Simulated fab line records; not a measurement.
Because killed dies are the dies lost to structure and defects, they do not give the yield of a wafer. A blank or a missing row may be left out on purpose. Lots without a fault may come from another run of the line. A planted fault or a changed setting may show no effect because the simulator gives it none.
Which tool is to blame?    flow ritCmos    15 lots with 45 wafers sampled at 5 steps, on a route of 202 steps

== WHAT THE GAUGES SHOWED, per wafer ==
RIT_NRETRO_TW_MEAS_10. Usual: NRETRO_TW 1048, standard deviation 6.7.
lot   measured     on            NRETRO_TW       flag
L469  day 2 10:33  filmMetro-04  1039 1038 1038  
L473  day 3 07:28  filmMetro-04  1036 1039 1031  
L474  day 3 11:13  filmMetro-02  1053 1053 1058  
L475  day 3 14:20  filmMetro-04  1035 1040 1040  
L476  day 3 18:26  filmMetro-03  1059 1056 1052  
L477  day 3 23:38  filmMetro-02  1053 1059 1060  
L481  day 5 02:47  filmMetro-04  1041 1042 1041  
L482  day 5 09:20  filmMetro-04  1043 1044 1045  
L483  day 5 09:39  filmMetro-03  1049 1052 1050  
L485  day 5 23:08  filmMetro-02  1051 1050 1054  
L487  day 6 09:59  filmMetro-02  1050 1052 1051  
L488  day 6 13:17  filmMetro-02  1049 1049 1047  
L490  day 6 19:14  filmMetro-03  1048 1050 1044  
L491  day 7 03:07  filmMetro-04  1041 1038 1035  
L492  day 7 06:44  filmMetro-02  1057 1056 1061  

RIT_PSD_OVL_MEAS_06. Usual: PSD_OVL 0.6 nm, standard deviation 1.2.
lot   measured     on          PSD_OVL (nm)    flag
L469  day 3 10:55  overlay-01  -1.6 -0.4 -0.6  
L473  day 4 03:28  overlay-01  1.9 -0.6 2.3    
L474  day 4 07:28  overlay-01  1.4 1.9 3.0     
L475  day 4 10:03  overlay-02  -0.6 0.7 -0.5   
L476  day 4 14:16  overlay-02  1.6 1.6 0.5     
L477  day 4 22:42  overlay-01  -0.6 -1.1 -1.4  
L481  day 6 05:44  overlay-02  -0.4 0.4 2.5    
L482  day 6 11:23  overlay-02  0.0 0.6 0.0     
L483  day 6 11:52  overlay-01  -0.6 -0.7 0.6   
L485  day 6 22:16  overlay-02  1.8 0.0 -0.2    
L487  day 7 06:01  overlay-01  -1.7 -1.5 0.7   
L488  day 7 10:38  overlay-02  1.0 1.1 2.0     
L490  day 7 17:58  overlay-01  2.4 0.5 1.4     
L491  day 7 23:01  overlay-01  0.5 0.3 -0.9    
L492  day 8 01:48  overlay-02  0.9 1.1 1.0     

RIT_PSD_TW_MEAS_10. Usual: PSD_TW 3443, standard deviation 21.
lot   measured     on            PSD_TW                         flag
L469  day 3 11:26  filmMetro-03  3454 3460 3477                 
L473  day 4 03:59  filmMetro-02  3454 3460 3463                 
L474  day 4 07:59  filmMetro-03  3438 3416 3431                 
L475  day 4 10:34  filmMetro-03  3447 3427 3452                 
L476  day 4 14:47  filmMetro-03  3449 3445 3455                 
L477  day 4 23:13  filmMetro-04  3439 3441 3464                 
L481  day 6 06:15  filmMetro-03  3577 3565 3566 3557 3557 3580  OFF
L482  day 6 12:02  filmMetro-02  3552 3578 3552 3531 3553 3534  OFF
L483  day 6 12:25  filmMetro-04  3430 3415 3424                 
L485  day 6 22:47  filmMetro-03  3545 3562 3569 3563 3547 3546  OFF
L487  day 7 06:32  filmMetro-03  3462 3471 3480                 
L488  day 7 11:16  filmMetro-04  3422 3406 3408                 
L490  day 7 18:29  filmMetro-04  3405 3410 3431                 
L491  day 7 23:43  filmMetro-02  3458 3462 3458                 
L492  day 8 02:19  filmMetro-02  3460 3470 3452                 

RIT_SDANNEAL_RS_MEAS_04: measures by four-point-probe. Usual: PSD_RS 116.06 ohm/sq, standard deviation 0.29.
lot   measured     on            PSD_RS (ohm/sq)                            flag
L469  day 3 11:57  filmMetro-04  115.63 116.02 116.03                       
L473  day 4 04:30  filmMetro-03  115.90 116.25 116.21                       
L474  day 4 08:29  filmMetro-02  116.10 115.75 115.91                       
L475  day 4 11:15  filmMetro-02  116.36 115.91 116.32                       
L476  day 4 15:19  filmMetro-03  115.70 115.93 116.23                       
L477  day 4 23:44  filmMetro-04  116.28 116.50 116.00                       
L481  day 6 11:01  filmMetro-03  108.88 108.74 108.81 108.88 108.61 108.70  OFF
L483  day 6 12:54  filmMetro-03  115.72 115.59 115.79                       
L485  day 7 01:20  filmMetro-02  108.84 109.06 109.22 108.79 109.37 109.28  OFF
L487  day 7 07:14  filmMetro-02  116.37 116.29 116.40                       
L488  day 7 11:56  filmMetro-02  116.58 116.24 116.33                       
L490  day 7 19:11  filmMetro-02  115.59 115.73 115.69                       
L491  day 8 00:13  filmMetro-02  116.33 116.30 116.15                       
L492  day 8 02:50  filmMetro-02  115.99 115.82 115.75                       

== WHAT TOOL EACH LOT RAN ON (gives the tool, then ch and the chambers of the sampled wafers, and finally the start) ==
lot   RIT_PSD_IMPLANT_08
L469  implanter-02 ch 0, day 3 11:08
L473  implanter-02 ch 0, day 4 03:39
L474  implanter-02 ch 0, day 4 07:40
L475  implanter-02 ch 0, day 4 10:17
L476  implanter-02 ch 0, day 4 14:29
L477  implanter-01 ch 0, day 4 22:53
L481  implanter-02 ch 0, day 6 05:55
L482  implanter-02 ch 0, day 6 11:34
L483  implanter-03 ch 0, day 6 12:05
L485  implanter-02 ch 0, day 6 22:28
L487  implanter-03 ch 0, day 7 06:14
L488  implanter-01 ch 0, day 7 10:56
L490  implanter-01 ch 0, day 7 18:11
L491  implanter-01 ch 0, day 7 23:23
L492  implanter-01 ch 0, day 8 01:59
- RIT_PSD_IMPLANT_08

== AS READ BY THE TOOLS THEMSELVES (means over the sampled wafers that have a number; for cases with no such wafer, the mark the record gives instead) ==
RIT_PSD_IMPLANT_08. Usual: beamEnergyKeV 27.001, standard deviation 0.008.
lot   tool          beamEnergyKeV  flag
L469  implanter-02  27.000         
L473  implanter-02  26.998         
L474  implanter-02  27.003         
L475  implanter-02  26.991         
L476  implanter-02  26.990         
L477  implanter-01  27.006         
L481  implanter-02  30.511         OFF
L482  implanter-02  30.503         OFF
L483  implanter-03  26.992         
L485  implanter-02  30.511         OFF
L487  implanter-03  27.004         
L488  implanter-01  26.997         
L490  implanter-01  27.002         
L491  implanter-01  26.999         
L492  implanter-01  27.003         

== THE ANSWER, worked out from the rows above alone ==
Rule: take the mean of a lot's wafers that have a number; if it is more than 3 standard deviations from the usual mean, the lot is off. Also off: a lot with no number at a reading for which 4 or more lots have one. The other lots that the step has rows for count as sound. Order of review: gauges by route order, followed by the tools' own readings, for which a lot's mean as printed above is used. The first step at which some lot is off is used, and at that step the reading that is off furthest; a lot without a number counts as furthest.
Off: L481, L482, L485, at RIT_PSD_TW_MEAS_10 (PSD_TW).
If a tool, at a process step before that reading, ran all the lots that are off and no sound lot after the first of them, it fits. The gauges at RIT_PSD_TW_MEAS_10 aren't tried: what is off there is off at RIT_PSD_IMPLANT_08 too, on other tools, and a gauge's error can't cause that. One fits: implanter-02 at RIT_PSD_IMPLANT_08. A fault onset in the window from L476 (day 4 14:29, its last sound lot) to L481 (day 6 05:55, its first lot off) fits.
The tool's own readings at RIT_PSD_IMPLANT_08 bear it out: on the lots that are off they differ by more than 5 times the standard deviation of the sound lots' means. beamEnergyKeV reads 30.508 there against 26.999 on the sound lots.

== WHAT THE SIMULATOR PUT IN ==
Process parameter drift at RIT_PSD_IMPLANT_08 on implanter-02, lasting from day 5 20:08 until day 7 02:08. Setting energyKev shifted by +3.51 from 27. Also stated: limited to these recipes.
Struck lots among those shown: L481, L482, L485. Same finding as the rule above.
